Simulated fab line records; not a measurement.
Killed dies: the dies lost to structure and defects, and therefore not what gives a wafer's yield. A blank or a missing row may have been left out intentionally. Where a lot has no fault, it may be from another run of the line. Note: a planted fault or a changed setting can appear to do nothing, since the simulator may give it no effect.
fab line records || flow ritCmos
record {"lots": 15, "wafers": 45, "lastDay": 7}
route steps=202 shown PRETRO@72 M1@202
lots with no fault: from the same line, run without faults
startH: hours from the record's first day to the start of the lot's first wafer shown || waitH: how many hours have passed since the lot's step before this one || " repeats the value in the row above || L1.1+2: a single row standing in for several wafers || - no value, or no start was given || * or withheld: withheld || < > ~ a bound
route shown NAME@n: names a module that has steps shown in the file, with the first one's number in the route || usual: average and standard deviation across the fault-free wafers || same: alike in all rows || chamber/n: place in a boat || sites: per-site readings || _std_site: the standard deviation of these || _edge_site: inner sites' mean taken away from outer sites' mean || radiusMm: for every site, how far away it sits from the centre of the wafer || mask NAME#n: copy n || behind: the tool/chamber that last shaped the wafer || hold: reason for holding the lot/hours on hold/outcome of the hold || device: which transistor (n, p or np) failed to switch || end of line: at the end of the route, the tests of the same wafers || a step with no rows: only its recipe || killed: at the first sort, the dies lost to defects and structure; wafer yield is something else || map: dies across one wafer; x = killed, . = not, _ = none there
set.NAME: setting as actually run; set.NAME@STEP: the setting as run at that earlier step || model.NAME: the simulator's own value behind a step, which no gauge read
the route's steps for a sample of lots (tables are steps, rows are wafers)
services: from which hour (startH, from the record's first day; less than 0 if before it) a tool's chamber was out of use, for how many hours, and why
## steps
# step RIT_PRETRO_IMPLANT_08
# recipe {"species": "B", "energyKev": 45, "doseCm2": 1.2e+13, "tiltDeg": 7}
# usual {"beamEnergyKeV": "44.999/0.012"}
# same {"implantIonAmu": 11}
{"lot.wafer": "L141.1", "tool": "implanter-04", "chamber": 0, "startH": 32.47, "waitH": 0.2, "beamEnergyKeV": 45.016}
{"lot.wafer": "L141.4", "tool": "implanter-04", "chamber": 0, "startH": 32.47, "waitH": 0.2, "beamEnergyKeV": 44.981}
{"lot.wafer": "L141.5", "tool": "implanter-04", "chamber": 0, "startH": 32.47, "waitH": 0.2, "beamEnergyKeV": 44.951}
{"lot.wafer": "L142.2", "tool": "implanter-01", "chamber": 0, "startH": 39.06, "waitH": 0.2, "beamEnergyKeV": 44.992}
{"lot.wafer": "L142.4", "tool": "implanter-01", "chamber": 0, "startH": 39.06, "waitH": 0.2, "beamEnergyKeV": 45.006}
{"lot.wafer": "L142.6", "tool": "implanter-01", "chamber": 0, "startH": 39.06, "waitH": 0.2, "beamEnergyKeV": 44.987}
{"lot.wafer": "L143.2", "tool": "implanter-04", "chamber": 0, "startH": 44.29, "waitH": 0.2, "beamEnergyKeV": 45.012}
{"lot.wafer": "L143.3", "tool": "implanter-04", "chamber": 0, "startH": 44.29, "waitH": 0.2, "beamEnergyKeV": 45.024}
{"lot.wafer": "L143.5", "tool": "implanter-04", "chamber": 0, "startH": 44.29, "waitH": 0.2, "beamEnergyKeV": 45.011}
{"lot.wafer": "L144.1", "tool": "implanter-02", "chamber": 0, "startH": 50.89, "waitH": 0.2, "beamEnergyKeV": 45.010}
{"lot.wafer": "L144.3", "tool": "implanter-02", "chamber": 0, "startH": 50.89, "waitH": 0.2, "beamEnergyKeV": 44.972}
{"lot.wafer": "L144.4", "tool": "implanter-02", "chamber": 0, "startH": 50.89, "waitH": 0.2, "beamEnergyKeV": 45.013}
{"lot.wafer": "L145.2", "tool": "implanter-02", "chamber": 0, "startH": 57.40, "waitH": 0.2, "beamEnergyKeV": 45.018}
{"lot.wafer": "L145.4", "tool": "implanter-02", "chamber": 0, "startH": 57.40, "waitH": 0.2, "beamEnergyKeV": 44.997}
{"lot.wafer": "L145.6", "tool": "implanter-02", "chamber": 0, "startH": 57.40, "waitH": 0.2, "beamEnergyKeV": 45.003}
{"lot.wafer": "L146.1", "tool": "implanter-04", "chamber": 0, "startH": 63.16, "waitH": 0.2, "beamEnergyKeV": 44.995}
{"lot.wafer": "L146.2", "tool": "implanter-04", "chamber": 0, "startH": 63.16, "waitH": 0.2, "beamEnergyKeV": 44.989}
{"lot.wafer": "L146.3", "tool": "implanter-04", "chamber": 0, "startH": 63.16, "waitH": 0.2, "beamEnergyKeV": 45.018}
{"lot.wafer": "L148.2", "tool": "implanter-04", "chamber": 0, "startH": 70.49, "waitH": 0.2, "beamEnergyKeV": 44.990}
{"lot.wafer": "L148.4", "tool": "implanter-04", "chamber": 0, "startH": 70.49, "waitH": 0.2, "beamEnergyKeV": 45.007}
{"lot.wafer": "L148.6", "tool": "implanter-04", "chamber": 0, "startH": 70.49, "waitH": 0.2, "beamEnergyKeV": 44.994}
{"lot.wafer": "L149.1", "tool": "implanter-01", "chamber": 0, "startH": 75.79, "waitH": 0.2, "beamEnergyKeV": 44.999}
{"lot.wafer": "L149.3", "tool": "implanter-01", "chamber": 0, "startH": 75.79, "waitH": 0.2, "beamEnergyKeV": 44.987}
{"lot.wafer": "L149.5", "tool": "implanter-01", "chamber": 0, "startH": 75.79, "waitH": 0.2, "beamEnergyKeV": 44.983}
{"lot.wafer": "L151.4", "tool": "implanter-01", "chamber": 0, "startH": 84.10, "waitH": 0.2, "beamEnergyKeV": 45.007}
{"lot.wafer": "L151.5", "tool": "implanter-01", "chamber": 0, "startH": 84.10, "waitH": 0.2, "beamEnergyKeV": 45.001}
{"lot.wafer": "L151.6", "tool": "implanter-01", "chamber": 0, "startH": 84.10, "waitH": 0.2, "beamEnergyKeV": 45.008}
{"lot.wafer": "L152.2", "tool": "implanter-01", "chamber": 0, "startH": 89.04, "waitH": 0.2, "beamEnergyKeV": 34.874}
{"lot.wafer": "L152.4", "tool": "implanter-01", "chamber": 0, "startH": 89.04, "waitH": 0.2, "beamEnergyKeV": 34.865}
{"lot.wafer": "L152.5", "tool": "implanter-01", "chamber": 0, "startH": 89.04, "waitH": 0.2, "beamEnergyKeV": 34.859}
{"lot.wafer": "L153.1", "tool": "implanter-01", "chamber": 0, "startH": 92.84, "waitH": 0.2, "beamEnergyKeV": 34.850}
{"lot.wafer": "L153.4", "tool": "implanter-01", "chamber": 0, "startH": 92.84, "waitH": 0.2, "beamEnergyKeV": 34.859}
{"lot.wafer": "L153.5", "tool": "implanter-01", "chamber": 0, "startH": 92.84, "waitH": 0.2, "beamEnergyKeV": 34.859}
{"lot.wafer": "L157.1", "tool": "implanter-01", "chamber": 0, "startH": 113.08, "waitH": 0.2, "beamEnergyKeV": 34.853}
{"lot.wafer": "L157.2", "tool": "implanter-01", "chamber": 0, "startH": 113.08, "waitH": 0.2, "beamEnergyKeV": 34.855}
{"lot.wafer": "L157.4", "tool": "implanter-01", "chamber": 0, "startH": 113.08, "waitH": 0.2, "beamEnergyKeV": 34.871}
{"lot.wafer": "L159.1", "tool": "implanter-04", "chamber": 0, "startH": 124.16, "waitH": 0.2, "beamEnergyKeV": 45.003}
{"lot.wafer": "L159.2", "tool": "implanter-04", "chamber": 0, "startH": 124.16, "waitH": 0.2, "beamEnergyKeV": 44.992}
{"lot.wafer": "L159.3", "tool": "implanter-04", "chamber": 0, "startH": 124.16, "waitH": 0.2, "beamEnergyKeV": 45.002}
{"lot.wafer": "L162.1", "tool": "implanter-04", "chamber": 0, "startH": 139.01, "waitH": 0.2, "beamEnergyKeV": 45.009}
{"lot.wafer": "L162.3", "tool": "implanter-04", "chamber": 0, "startH": 139.01, "waitH": 0.2, "beamEnergyKeV": 45.008}
{"lot.wafer": "L162.4", "tool": "implanter-04", "chamber": 0, "startH": 139.01, "waitH": 0.2, "beamEnergyKeV": 44.990}
{"lot.wafer": "L164.2", "tool": "implanter-04", "chamber": 0, "startH": 149.04, "waitH": 0.2, "beamEnergyKeV": 45.010}
{"lot.wafer": "L164.5", "tool": "implanter-04", "chamber": 0, "startH": 149.04, "waitH": 0.2, "beamEnergyKeV": 44.996}
{"lot.wafer": "L164.6", "tool": "implanter-04", "chamber": 0, "startH": 149.04, "waitH": 0.2, "beamEnergyKeV": 45.009}
# step RIT_PRETRO_TW_MEAS_10
# usual {"PRETRO_TW": "475/4"}
{"lot.wafer": "L141.1", "tool": "filmMetro-01", "chamber": "-", "startH": 32.80, "waitH": 0.1, "PRETRO_TW": 485}
{"lot.wafer": "L141.4", "tool": "filmMetro-01", "chamber": "-", "startH": 32.80, "waitH": 0.1, "PRETRO_TW": 480}
{"lot.wafer": "L141.5", "tool": "filmMetro-01", "chamber": "-", "startH": 32.80, "waitH": 0.1, "PRETRO_TW": 483}
{"lot.wafer": "L142.2", "tool": "filmMetro-04", "chamber": "-", "startH": 39.37, "waitH": 0.1, "PRETRO_TW": 474}
{"lot.wafer": "L142.4", "tool": "filmMetro-04", "chamber": "-", "startH": 39.37, "waitH": 0.1, "PRETRO_TW": 474}
{"lot.wafer": "L142.6", "tool": "filmMetro-04", "chamber": "-", "startH": 39.37, "waitH": 0.1, "PRETRO_TW": 476}
{"lot.wafer": "L143.2", "tool": "filmMetro-03", "chamber": "-", "startH": 44.60, "waitH": 0.1, "PRETRO_TW": 473}
{"lot.wafer": "L143.3", "tool": "filmMetro-03", "chamber": "-", "startH": 44.60, "waitH": 0.1, "PRETRO_TW": 475}
{"lot.wafer": "L143.5", "tool": "filmMetro-03", "chamber": "-", "startH": 44.60, "waitH": 0.1, "PRETRO_TW": 475}
{"lot.wafer": "L144.1", "tool": "filmMetro-04", "chamber": "-", "startH": 51.21, "waitH": 0.1, "PRETRO_TW": 475}
{"lot.wafer": "L144.3", "tool": "filmMetro-04", "chamber": "-", "startH": 51.21, "waitH": 0.1, "PRETRO_TW": 476}
{"lot.wafer": "L144.4", "tool": "filmMetro-04", "chamber": "-", "startH": 51.21, "waitH": 0.1, "PRETRO_TW": 474}
{"lot.wafer": "L145.2", "tool": "filmMetro-03", "chamber": "-", "startH": 57.71, "waitH": 0.1, "PRETRO_TW": 472}
{"lot.wafer": "L145.4", "tool": "filmMetro-03", "chamber": "-", "startH": 57.71, "waitH": 0.1, "PRETRO_TW": 470}
{"lot.wafer": "L145.6", "tool": "filmMetro-03", "chamber": "-", "startH": 57.71, "waitH": 0.1, "PRETRO_TW": 472}
{"lot.wafer": "L146.1", "tool": "filmMetro-03", "chamber": "-", "startH": 63.49, "waitH": 0.1, "PRETRO_TW": 471}
{"lot.wafer": "L146.2", "tool": "filmMetro-03", "chamber": "-", "startH": 63.49, "waitH": 0.1, "PRETRO_TW": 471}
{"lot.wafer": "L146.3", "tool": "filmMetro-03", "chamber": "-", "startH": 63.49, "waitH": 0.1, "PRETRO_TW": 471}
{"lot.wafer": "L148.2", "tool": "filmMetro-03", "chamber": "-", "startH": 70.80, "waitH": 0.1, "PRETRO_TW": 472}
{"lot.wafer": "L148.4", "tool": "filmMetro-03", "chamber": "-", "startH": 70.80, "waitH": 0.1, "PRETRO_TW": 475}
{"lot.wafer": "L148.6", "tool": "filmMetro-03", "chamber": "-", "startH": 70.80, "waitH": 0.1, "PRETRO_TW": 471}
{"lot.wafer": "L149.1", "tool": "filmMetro-03", "chamber": "-", "startH": 76.11, "waitH": 0.1, "PRETRO_TW": 474}
{"lot.wafer": "L149.3", "tool": "filmMetro-03", "chamber": "-", "startH": 76.11, "waitH": 0.1, "PRETRO_TW": 473}
{"lot.wafer": "L149.5", "tool": "filmMetro-03", "chamber": "-", "startH": 76.11, "waitH": 0.1, "PRETRO_TW": 474}
{"lot.wafer": "L151.4", "tool": "filmMetro-03", "chamber": "-", "startH": 84.38, "waitH": 0.1, "PRETRO_TW": 473}
{"lot.wafer": "L151.5", "tool": "filmMetro-03", "chamber": "-", "startH": 84.38, "waitH": 0.1, "PRETRO_TW": 476}
{"lot.wafer": "L151.6", "tool": "filmMetro-03", "chamber": "-", "startH": 84.38, "waitH": 0.1, "PRETRO_TW": 474}
{"lot.wafer": "L152.2", "tool": "filmMetro-03", "chamber": "-", "startH": 89.35, "waitH": 0.1, "PRETRO_TW": 455}
{"lot.wafer": "L152.4", "tool": "filmMetro-03", "chamber": "-", "startH": 89.35, "waitH": 0.1, "PRETRO_TW": 456}
{"lot.wafer": "L152.5", "tool": "filmMetro-03", "chamber": "-", "startH": 89.35, "waitH": 0.1, "PRETRO_TW": 451}
{"lot.wafer": "L153.1", "tool": "filmMetro-04", "chamber": "-", "startH": 93.17, "waitH": 0.1, "PRETRO_TW": 451}
{"lot.wafer": "L153.4", "tool": "filmMetro-04", "chamber": "-", "startH": 93.17, "waitH": 0.1, "PRETRO_TW": 452}
{"lot.wafer": "L153.5", "tool": "filmMetro-04", "chamber": "-", "startH": 93.17, "waitH": 0.1, "PRETRO_TW": 452}
{"lot.wafer": "L157.1", "tool": "filmMetro-01", "chamber": "-", "startH": 113.41, "waitH": 0.1, "PRETRO_TW": 462}
{"lot.wafer": "L157.2", "tool": "filmMetro-01", "chamber": "-", "startH": 113.41, "waitH": 0.1, "PRETRO_TW": 462}
{"lot.wafer": "L157.4", "tool": "filmMetro-01", "chamber": "-", "startH": 113.41, "waitH": 0.1, "PRETRO_TW": 465}
{"lot.wafer": "L159.1", "tool": "filmMetro-01", "chamber": "-", "startH": 124.49, "waitH": 0.1, "PRETRO_TW": 479}
{"lot.wafer": "L159.2", "tool": "filmMetro-01", "chamber": "-", "startH": 124.49, "waitH": 0.1, "PRETRO_TW": 478}
{"lot.wafer": "L159.3", "tool": "filmMetro-01", "chamber": "-", "startH": 124.49, "waitH": 0.1, "PRETRO_TW": 478}
{"lot.wafer": "L162.1", "tool": "filmMetro-01", "chamber": "-", "startH": 139.33, "waitH": 0.1, "PRETRO_TW": 483}
{"lot.wafer": "L162.3", "tool": "filmMetro-01", "chamber": "-", "startH": 139.33, "waitH": 0.1, "PRETRO_TW": 479}
{"lot.wafer": "L162.4", "tool": "filmMetro-01", "chamber": "-", "startH": 139.33, "waitH": 0.1, "PRETRO_TW": 481}
{"lot.wafer": "L164.2", "tool": "filmMetro-03", "chamber": "-", "startH": 149.35, "waitH": 0.1, "PRETRO_TW": 476}
{"lot.wafer": "L164.5", "tool": "filmMetro-03", "chamber": "-", "startH": 149.35, "waitH": 0.1, "PRETRO_TW": 475}
{"lot.wafer": "L164.6", "tool": "filmMetro-03", "chamber": "-", "startH": 149.35, "waitH": 0.1, "PRETRO_TW": 474}
# step RIT_M1_PROBE_99
# usual {"killedAtContacts": "0.1/0.3", "killedAtFrontEnd": "6.7/2.6", "killedDies": "6.8/2.6", "killedOpen": "3.3/1.7", "killedShort": "3.4/2"}
# same {"grossDies": 264, "killed_at_M0_to_M3": 0, "killed_at_M4_up": 0, "killedAtBackSide": 0, "killedAtOther": 0}
{"lot.wafer": "L151.4", "tool": "prober-01", "chamber": "-", "startH": 113.81, "waitH": 0.2, "killedAtContacts": 0, "killedAtFrontEnd": 7, "killedDies": 7, "killedOpen": 6, "killedShort": 1}
{"lot.wafer": "L151.5", "tool": "prober-01", "chamber": "-", "startH": 113.86, "waitH": 0.2, "killedAtContacts": 0, "killedAtFrontEnd": 5, "killedDies": 5, "killedOpen": 1, "killedShort": 4}
{"lot.wafer": "L151.6", "tool": "prober-01", "chamber": "-", "startH": 113.91, "waitH": 0.2, "killedAtContacts": 0, "killedAtFrontEnd": 4, "killedDies": 4, "killedOpen": 1, "killedShort": 3}
{"lot.wafer": "L159.1", "tool": "prober-01", "chamber": "-", "startH": 151.72, "waitH": 0.1, "killedAtContacts": 1, "killedAtFrontEnd": 6, "killedDies": 7, "killedOpen": 1, "killedShort": 6}
{"lot.wafer": "L159.2", "tool": "prober-01", "chamber": "-", "startH": 151.77, "waitH": 0.1, "killedAtContacts": 0, "killedAtFrontEnd": 11, "killedDies": 11, "killedOpen": 5, "killedShort": 6}
{"lot.wafer": "L159.3", "tool": "prober-01", "chamber": "-", "startH": 151.82, "waitH": 0.2, "killedAtContacts": 1, "killedAtFrontEnd": 7, "killedDies": 8, "killedOpen": 2, "killedShort": 6}
# killed by level:class
L151.4 GATE:geometricParticle:open=5 SPACER:geometricParticle:short=1 SILICIDE:geometricParticle:open=1
L151.5 GATE:geometricParticle:short=2 SPACER:geometricParticle:short=2 FOX1:geometricParticle:open=1
L151.6 GATE:geometricParticle:open=1 GATE:geometricParticle:short=1 REOX:geometricParticle:short=1 SPACER:geometricParticle:short=1
L159.1 GATE:geometricParticle:short=3 FOX1:geometricParticle:short=1 FOX2:geometricParticle:short=1 SPACER:geometricParticle:open=1 CONTACT:geometricParticle:short=1
L159.2 GATE:geometricParticle:short=5 FOX1:geometricParticle:open=3 FOX2:geometricParticle:open=1 FOX2:geometricParticle:short=1 GATE:geometricParticle:open=1
L159.3 SILICIDE:geometricParticle:short=2 GATE:geometricParticle:short=1 GATE:geometricParticle:open=1 REOX:geometricParticle:short=1 SPACER:geometricParticle:short=1 SPACER:geometricParticle:open=1 CONTACT:geometricParticle:short=1
## services
{"tool": "implanter-02", "chamber": "-", "startH": 10.14, "hours": 0.7, "kind": "repair"}
{"tool": "implanter-02", "chamber": "-", "startH": 66.62, "hours": 12.5, "kind": "repair"}
{"tool": "implanter-04", "chamber": "-", "startH": 90.52, "hours": 2.5, "kind": "repair"}
{"tool": "implanter-04", "chamber": "-", "startH": 102.93, "hours": 3.4, "kind": "repair"}
{"tool": "implanter-02", "chamber": "-", "startH": 123.74, "hours": 29.2, "kind": "repair"}
## key
firstSign {"step": "RIT_PRETRO_IMPLANT_08", "reading": "beamEnergyKeV", "direction": "down", "sigmas": "99+", "usual": 44.999, "struck": 34.861}
effect {"step": "RIT_PRETRO_TW_MEAS_10", "reading": "PRETRO_TW", "direction": "down", "sigmas": 4.8, "usual": 475, "struck": 456}
metAt RIT_PRETRO_IMPLANT_08
struckLots L152,L153,L157
testerLeftOut L152,L153,L157
loopTrim {"step": "RIT_M1_EXPOSE_06", "setting": "dose", "lots": "L153,L157"}
onsetBetween 84.10 89.04
fault {"kind": "processParameterDrift", "tool": "implanter-01", "chamber": "-", "onsetH": 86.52, "steps": "RIT_PRETRO_IMPLANT_08", "channel": "energyKev", "offset": -10.137, "shape": "step", "endH": 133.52, "actsIn": "theseRecipesOnly", "stated": 45}
# testerLeftOut: of these lots the tester's yield and bins aren't shown, on N5 and GAA mostly nor the transistor test; their killed dies are dies lost to structure and defects alone, not to doping, threshold or leakage, so they don't give the yield
# loopTrim: a control loop set the setting to another value than it would have without faults
